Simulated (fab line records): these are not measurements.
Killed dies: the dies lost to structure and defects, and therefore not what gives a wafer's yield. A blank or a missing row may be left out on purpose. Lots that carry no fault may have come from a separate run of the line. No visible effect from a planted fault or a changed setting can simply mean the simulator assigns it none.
Which tool is to blame? / flow berkeley cmos170 / 42 wafers from 14 lots sampled at 4 of the route's 331 steps

== WHAT THE GAUGES READ, wafer by wafer ==
UCB170_PSD_TW_MEAS_10. Usual: for PSD_TW the level is 2351 and the standard deviation is 21.
lot=L913; measured=day 7 05:49; on=film metro-03; PSD_TW=2366 2370 2366; flag=
lot=L914; measured=day 7 15:27; on=film metro-01; PSD_TW=2345 2331 2344; flag=
lot=L915; measured=day 7 15:09; on=film metro-03; PSD_TW=2378 2369 2361; flag=
lot=L917; measured=day 7 15:58; on=film metro-01; PSD_TW=2346 2361 2350; flag=
lot=L918; measured=day 8 04:56; on=film metro-04; PSD_TW=2329 2323 2342; flag=
lot=L919; measured=day 8 04:07; on=film metro-03; PSD_TW=2363 2346 2365; flag=
lot=L923; measured=day 8 04:23; on=film metro-04; PSD_TW=2342 2328 2342; flag=
lot=L920; measured=day 8 22:48; on=film metro-04; PSD_TW=2342 2337 2335; flag=
lot=L926; measured=day 9 19:30; on=film metro-03; PSD_TW=2363 2361 2358; flag=
lot=L927; measured=day 9 19:14; on=film metro-04; PSD_TW=2329 2326 2320; flag=
lot=L929; measured=day 10 10:53; on=film metro-01; PSD_TW=2354 2358 2355; flag=
lot=L934; measured=day 10 19:55; on=film metro-04; PSD_TW=2342 2330 2319; flag=

UCB170_CONTACT_CD_MEAS_15: target cd 700 nm. Usual: cd nm at 699.9 nm, with a standard deviation of 1.4.
lot=L913; measured=day 7 14:29; on=cd sem-01; cd nm (nm)=700.7 700.3 700.9; flag=
lot=L914; measured=day 8 05:20; on=cd sem-02; cd nm (nm)=698.8 698.8 698.7; flag=
lot=L915; measured=day 8 04:34; on=cd sem-01; cd nm (nm)=699.6 696.9 698.0; flag=
lot=L917; measured=day 8 04:38; on=cd sem-02; cd nm (nm)=698.5 699.0 698.7; flag=
lot=L918; measured=day 8 14:31; on=cd sem-01; cd nm (nm)=700.1 700.1 700.4; flag=
lot=L919; measured=day 8 11:41; on=cd sem-02; cd nm (nm)=700.9 699.6 700.4; flag=
lot=L923; measured=day 8 13:49; on=cd sem-01; cd nm (nm)=699.3 699.3 700.0; flag=
lot=L920; measured=day 9 10:38; on=cd sem-01; cd nm (nm)=697.8 698.3 699.8; flag=
lot=L926; measured=day 10 07:58; on=cd sem-01; cd nm (nm)=699.3 698.9 699.0; flag=
lot=L927; measured=day 10 04:52; on=cd sem-01; cd nm (nm)=700.3 699.1 698.9; flag=
lot=L929; measured=day 10 22:34; on=cd sem-02; cd nm (nm)=699.5 697.2 698.7; flag=
lot=L934; measured=day 11 10:01; on=cd sem-01; cd nm (nm)=699.9 699.3 699.0; flag=

UCB170_V1_CD_MEAS_12: target cd 700 nm. Usual: cd nm at 700.3 nm, with a standard deviation of 1.2.
lot=L913; measured=day 7 21:22; on=cd sem-01; cd nm (nm)=701.3 700.7 701.0; flag=
lot=L914; measured=day 8 15:32; on=cd sem-02; cd nm (nm)=702.4 700.6 700.5; flag=
lot=L915; measured=day 8 15:14; on=cd sem-02; cd nm (nm)=700.4 700.7 700.4; flag=
lot=L917; measured=day 8 15:31; on=cd sem-01; cd nm (nm)=699.5 699.0 699.9; flag=
lot=L918; measured=day 8 21:41; on=cd sem-01; cd nm (nm)=700.0 700.6 700.4; flag=
lot=L919; measured=day 8 21:07; on=cd sem-02; cd nm (nm)=699.3 698.4 697.7; flag=
lot=L923; measured=day 8 21:10; on=cd sem-01; cd nm (nm)=700.2 701.3 700.5; flag=
lot=L920; measured=day 9 22:29; on=cd sem-01; cd nm (nm)=698.2 698.2 699.4; flag=
lot=L926; measured=day 10 18:02; on=cd sem-01; cd nm (nm)=702.0 701.2 701.3; flag=
lot=L927; measured=day 10 13:41; on=cd sem-02; cd nm (nm)=700.2 699.8 699.5; flag=
lot=L929; measured=day 11 08:49; on=cd sem-01; cd nm (nm)=698.7 698.6 698.6; flag=
lot=L934; measured=day 11 17:38; on=cd sem-02; cd nm (nm)=700.8 700.3 700.1; flag=

== EACH LOT AND THE TOOL THAT RAN IT (in order: tool; ch and the chambers of the sampled wafers; start) ==
lot=L913; UCB170_FIELD_OXIDATION_01=furnace-04 ch 0, day 5 04:08
lot=L914; UCB170_FIELD_OXIDATION_01=furnace-03 ch 0, day 5 13:28
lot=L915; UCB170_FIELD_OXIDATION_01=furnace-03 ch 0, day 5 13:28
lot=L917; UCB170_FIELD_OXIDATION_01=furnace-04 ch 0, day 5 17:58
lot=L918; UCB170_FIELD_OXIDATION_01=furnace-03 ch 0, day 6 05:26
lot=L919; UCB170_FIELD_OXIDATION_01=furnace-03 ch 0, day 6 05:26
lot=L923; UCB170_FIELD_OXIDATION_01=furnace-03 ch 0, day 6 05:26
lot=L920; UCB170_FIELD_OXIDATION_01=furnace-01 ch 0, day 6 18:56
lot=L924; UCB170_FIELD_OXIDATION_01=furnace-04, day 6 23:34
lot=L925; UCB170_FIELD_OXIDATION_01=furnace-01, day 7 09:16
lot=L926; UCB170_FIELD_OXIDATION_01=furnace-04 ch 0, day 7 12:52
lot=L927; UCB170_FIELD_OXIDATION_01=furnace-04 ch 0, day 7 12:52
lot=L929; UCB170_FIELD_OXIDATION_01=furnace-03 ch 0, day 8 02:32
lot=L934; UCB170_FIELD_OXIDATION_01=furnace-04 ch 0, day 8 21:22
- UCB170_FIELD_OXIDATION_01: target thk 558.3 nm, ox time 7200 s.

== AS READ BY THE TOOLS THEMSELVES (means over the sampled wafers that have a number; for cases with no such wafer, the mark the record gives instead) ==
UCB170_FIELD_OXIDATION_01. Usual: ox temp c 999.9 C, standard deviation 0.41; ox temp c max 1006.2, standard deviation 1; spike tc centre C 1001.9 C, standard deviation 1.3; zone power load pct 34.8 %, standard deviation 1; zone power source pct 34 %, standard deviation 3.8.
lot=L913; tool=furnace-04; ox temp c (C)=999.3; ox temp c max=1006.3; spike tc centre C (C)=1001.8; zone power load pct (%)=34.1; zone power source pct (%)=34; flag=
lot=L914; tool=furnace-03; ox temp c (C)=999.7; ox temp c max=1005.1; spike tc centre C (C)=1002.2; zone power load pct (%)=36.0; zone power source pct (%)=30; flag=
lot=L915; tool=furnace-03; ox temp c (C)=1000.6; ox temp c max=1007.1; spike tc centre C (C)=1002.1; zone power load pct (%)=35.9; zone power source pct (%)=30; flag=
lot=L917; tool=furnace-04; ox temp c (C)=999.7; ox temp c max=1006.7; spike tc centre C (C)=1001.4; zone power load pct (%)=33.7; zone power source pct (%)=35; flag=
lot=L918; tool=furnace-03; ox temp c (C)=999.9; ox temp c max=1005.4; spike tc centre C (C)=1001.4; zone power load pct (%)=36.1; zone power source pct (%)=30; flag=
lot=L919; tool=furnace-03; ox temp c (C)=999.6; ox temp c max=1006.5; spike tc centre C (C)=1001.7; zone power load pct (%)=35.7; zone power source pct (%)=31; flag=
lot=L923; tool=furnace-03; ox temp c (C)=999.7; ox temp c max=1006.5; spike tc centre C (C)=1001.5; zone power load pct (%)=36.3; zone power source pct (%)=30; flag=
lot=L920; tool=furnace-01; ox temp c (C)=999.8; ox temp c max=1004.7; spike tc centre C (C)=1003.6; zone power load pct (%)=33.9; zone power source pct (%)=41; flag=
lot=L924; tool=furnace-04; ox temp c (C)=-; ox temp c max=-; spike tc centre C (C)=-; zone power load pct (%)=-; zone power source pct (%)=-; flag=OFF
lot=L925; tool=furnace-01; ox temp c (C)=-; ox temp c max=-; spike tc centre C (C)=-; zone power load pct (%)=-; zone power source pct (%)=-; flag=OFF
lot=L926; tool=furnace-04; ox temp c (C)=999.9; ox temp c max=1006.5; spike tc centre C (C)=1001.6; zone power load pct (%)=34.1; zone power source pct (%)=34; flag=
lot=L927; tool=furnace-04; ox temp c (C)=1000.2; ox temp c max=1007.4; spike tc centre C (C)=1001.5; zone power load pct (%)=34.0; zone power source pct (%)=34; flag=
lot=L929; tool=furnace-03; ox temp c (C)=999.9; ox temp c max=1005.5; spike tc centre C (C)=1001.7; zone power load pct (%)=35.9; zone power source pct (%)=30; flag=
lot=L934; tool=furnace-04; ox temp c (C)=999.9; ox temp c max=1006.0; spike tc centre C (C)=1001.8; zone power load pct (%)=34.2; zone power source pct (%)=34; flag=

== THE ANSWER, worked out from the rows above alone ==
Rule: lot off if the mean of its wafers having a number is beyond 3 standard deviations from the usual mean. A lot without any number at a reading at which 4 lots or more have one is off too. Where the step has rows for the other lots, those lots are counted as sound. Order of review: gauges by route order, followed by the tools' own readings, for which a lot's mean as printed above is used. At the first step where some lot is off, the reading lying furthest off is the one used; lots without a number count as furthest.
Off at UCB170_FIELD_OXIDATION_01 (ox temp c): L924, L925. Without a number there: L924, L925.
A tool fits if, at that step or a process step before it, it ran every lot that is off, and no sound lot after the first of them. No candidate that was tried fits.

== WHAT THE SIMULATOR PUT IN ==
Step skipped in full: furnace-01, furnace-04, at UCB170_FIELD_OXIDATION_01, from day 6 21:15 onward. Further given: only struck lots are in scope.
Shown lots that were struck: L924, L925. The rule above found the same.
